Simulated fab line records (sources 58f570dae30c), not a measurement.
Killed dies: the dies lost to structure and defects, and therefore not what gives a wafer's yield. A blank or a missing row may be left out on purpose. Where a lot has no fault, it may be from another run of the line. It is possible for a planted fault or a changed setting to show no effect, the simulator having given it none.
A struck lot beside a sound one -- flow berkeley cmos170 -- 17 out of 331 route steps
Sound: these wafers, L167.1, L167.2, L167.5. Wafers L180.3, L180.4, L180.6 were the ones struck. At the end, the cause is stated.
For every step that has rows: the tool of each side, followed by ch and its chambers, followed by its first start. Under that, the readings that differ: sound wafers -- struck wafers -- difference of the means -- sigmas: that difference in standard deviations of wafers without a fault.
alike: readings with means less than 2 such deviations apart, plus words and numbers identical on both sides. not compared: withheld readings, readings lacking a value on some wafer, bounds such as >300 that could conceal the same value, and numbers that have no deviation in the record and whose values overlap.
Wherever a step has rows on one side only, a row that says differs or no value, or a row with sigmas, the two part there. Non-overlapping numbers with no deviation appear without sigmas and do not part them. A reading that every wafer of one side lacks parts them only if that side has two wafers or more.

UCB170_NVT_OVL_MEAS_06:
  sound on overlay-01, day 6 19:02; struck on overlay-02, day 9 13:19
  alike: NVT_OVL
after that, 1 step had no rows for these wafers: UCB170_NVT_IMPLANT_07.
UCB170_NVT_STRIP_08: strips in O2.
  sound on plasma asher-04 ch 0,1, day 6 19:13; struck on plasma asher-01 ch 0,1, day 9 13:31
  alike: drypump motor current A, oes product au, strip time to endpoint s
  not compared: rf hours counter h
UCB170_NVT_TW_MEAS_09:
  sound on film metro-02, day 6 19:19; struck on film metro-03, day 9 13:36
reading,sound,struck,difference,sigmas
NVT_TW,525 528 526,513 515 515,-12,-2
then, 7 steps without rows for these wafers: UCB170_NVT_CLEAN_10 (cleans in SPM, time 600 s); UCB170_PVT_HMDS_00 (prime time 60 s); UCB170_PVT_COAT_01 (resist thk 900 nm); UCB170_PVT_SOFTBAKE_02 (time 60 s); UCB170_PVT_EXPOSE_03 (exposes mask NWELL, target cd 3000 nm); UCB170_PVT_PEB_04; UCB170_PVT_DEVELOP_05 (develop time 45 s).
UCB170_PVT_OVL_MEAS_06:
  sound on overlay-01, day 6 21:02; struck on overlay-02, day 9 15:32
  alike: PVT_OVL
UCB170_PVT_IMPLANT_07:
  sound on implanter-03 ch 0, day 6 21:04; struck on implanter-01 ch 0, day 9 15:36
reading,sound,struck,difference,sigmas
beam on s (s),10.27 10.07 10.03,7.66 7.84 7.52,-2.45,-13
faraday current uA,6.20 6.31 6.31,8.30 8.08 8.44,+2.00,+17
  alike: beam energy keV
UCB170_PVT_STRIP_08: strips in O2.
  sound on plasma asher-04 ch 0,1, day 6 21:13; struck on plasma asher-04 ch 0,1, day 9 15:44
  alike: drypump motor current A, oes product au, strip time to endpoint s
  not compared: rf hours counter h
UCB170_PVT_TW_MEAS_09:
  sound on film metro-04, day 6 21:19; struck on film metro-02, day 9 15:49
reading,sound,struck,difference,sigmas
PVT_TW,505 502 502,471 471 473,-31,-7
then, 1 step without rows for these wafers: UCB170_GATE_WET_ETCH_00 (etches SiO2 in dHF, time 200 s).
-- the record jumps here: 2 days lie between the struck wafers' starts before and after (it left off in module GATE and takes up again in module M3, whose first step shown is number 331 of the route) --
UCB170_M3_PROBE_99:
  sound on prober-02, day 9 05:11; struck on prober-01, day 11 22:40
reading,sound,struck,difference,sigmas
model.etest.pmos_0p6.r on ohm um,8537 8607 8522,8316 8158 8227,-322,
model.etest.pmos_0p35.r on ohm um,4719 4749 4738,4607 4550 4520,-176,
model.etest.pmos turned.drive ua um,297.6 295 296.4,307.2 315.1 314,+15.8,
model.etest.pmos_0p35.drive ua um,286.1 283.4 283.4,294.6 299.8 299.4,+13.6,
model.etest.pmos_0p6.drive ua um,160.6 157.6 159.1,168.2 171.6 171.3,+11.3,
model.etest.pmos narrow.drive ua um,137.3 135.9 136.9,150.7 154.5 152.8,+16.0,
model.etest.pmos_0p35.off log10 a um,-11.32 -11.47 -11.45,-10.74 -10.62 -10.68,+0.73,
model.etest.ring.delay ps,48.87 48.73 48.97,48.24 47.47 48.12,-0.91,

## WHERE THEY PART
Last at UCB170_PVT_TW_MEAS_09 as far as this record goes, first at UCB170_NVT_TW_MEAS_09.

WHY: what had been put in by the simulator
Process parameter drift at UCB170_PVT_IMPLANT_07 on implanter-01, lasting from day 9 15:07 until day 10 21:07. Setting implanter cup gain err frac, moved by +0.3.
